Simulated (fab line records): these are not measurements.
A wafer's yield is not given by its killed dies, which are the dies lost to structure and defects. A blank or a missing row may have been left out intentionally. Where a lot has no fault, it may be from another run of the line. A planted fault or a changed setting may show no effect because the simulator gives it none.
Shared-tool check | flow ritCmos | 15 lots and 45 wafers in the sample

## THE REASON FOR OPENING IT
RIT_ACTIVE_THK_MEAS_02, reading ACTIVE_OXIDE_THK: flagged on 3 of 15 lots. No-fault wafers: 46.8 nm, standard deviation 0.71.
Rule: a lot gets a flag if all its wafers with a number sit over 4 standard deviations from that mean, or if no wafer of it has a number. All remaining lots are regarded as sound.

lot  | measured    | on           | ACTIVE_OXIDE_THK (nm), wafer by wafer | flag
L808 | day 1 12:04 | filmMetro-03 | 46.4 46.1 46.9                        | 
L810 | day 1 22:04 | filmMetro-02 | 47.0 47.5 47.2                        | 
L811 | day 2 03:05 | filmMetro-03 | 46.3 46.6 46.5                        | 
L812 | day 2 08:12 | filmMetro-03 | 47.0 46.4 46.9                        | 
L813 | day 2 18:19 | filmMetro-03 | 71.7 75.0 72.9                        | FLAGGED
L814 | day 2 23:51 | filmMetro-01 | 72.9 73.1 74.1                        | FLAGGED
L815 | day 3 04:58 | filmMetro-03 | 76.1 75.3 75.8                        | FLAGGED
L817 | day 3 09:50 | filmMetro-01 | 47.0 46.5 47.5                        | 
L824 | day 4 20:37 | filmMetro-03 | 45.0 45.3 45.2                        | 
L825 | day 5 01:03 | filmMetro-01 | 46.6 46.1 46.7                        | 
L826 | day 5 06:07 | filmMetro-03 | 48.0 47.6 47.0                        | 
L827 | day 5 13:52 | filmMetro-01 | 47.5 46.9 46.7                        | 
L828 | day 5 16:39 | filmMetro-02 | 47.5 47.1 47.6                        | 
L829 | day 5 21:03 | filmMetro-03 | 47.8 47.9 47.4                        | 
L830 | day 6 02:24 | filmMetro-03 | 46.0 46.8 46.8                        | 
The numbers of the flagged lots are 74.1 nm on average: +27.3 nm against the usual, or +38 standard deviations.

## WHICH TOOL EACH LOT WENT THROUGH
The record holds 1 process step before the reading, out of a route of 202 steps. Cell contents, in order: the tool; ch with the chambers the sampled wafers went through; the start.
lot  | flag    | RIT_ACTIVE_OXIDATION_01
L808 |         | furnace-04 ch 0, day 1 10:07
L810 |         | furnace-01 ch 0, day 1 20:08
L811 |         | furnace-01 ch 0, day 2 01:10
L812 |         | furnace-03 ch 0, day 2 06:16
L813 | FLAGGED | furnace-04 ch 0, day 2 13:08
L814 | FLAGGED | furnace-01 ch 0, day 2 17:26
L815 | FLAGGED | furnace-01 ch 0, day 2 23:28
L817 |         | furnace-01 ch 0, day 3 07:55
L824 |         | furnace-03 ch 0, day 4 18:41
L825 |         | furnace-03 ch 0, day 4 23:07
L826 |         | furnace-01 ch 0, day 5 04:11
L827 |         | furnace-04 ch 0, day 5 11:56
L828 |         | furnace-03 ch 0, day 5 14:42
L829 |         | furnace-01 ch 0, day 5 19:07
L830 |         | furnace-04 ch 0, day 6 00:27
What these steps do:
- RIT_ACTIVE_OXIDATION_01: target thk 46.8 nm, ox time 3360 s.
- RIT_ACTIVE_THK_MEAS_02

## FLAGGED AGAINST TOTAL, ONE TOOL AT A TIME (gauges that did the reading follow at the end)
step                    | tool         | lots run | flagged | share of the flagged lots | sound lots run after its first flagged lot
RIT_ACTIVE_OXIDATION_01 | furnace-01   | 7        | 2       | some                      | 3 (L817,L826,L829)
RIT_ACTIVE_OXIDATION_01 | furnace-03   | 4        | 0       | none                      | -
RIT_ACTIVE_OXIDATION_01 | furnace-04   | 4        | 1       | some                      | 2 (L827,L830)
RIT_ACTIVE_THK_MEAS_02  | filmMetro-01 | 4        | 1       | some                      | 3 (L817,L825,L827)
RIT_ACTIVE_THK_MEAS_02  | filmMetro-02 | 2        | 0       | none                      | -
RIT_ACTIVE_THK_MEAS_02  | filmMetro-03 | 9        | 2       | some                      | 4 (L824,L826,L829,L830)

## THE TABLE: WHAT IT ALLOWS
No row of the table ran every flagged lot.

## WHAT HAD BEEN PUT IN BY THE SIMULATOR
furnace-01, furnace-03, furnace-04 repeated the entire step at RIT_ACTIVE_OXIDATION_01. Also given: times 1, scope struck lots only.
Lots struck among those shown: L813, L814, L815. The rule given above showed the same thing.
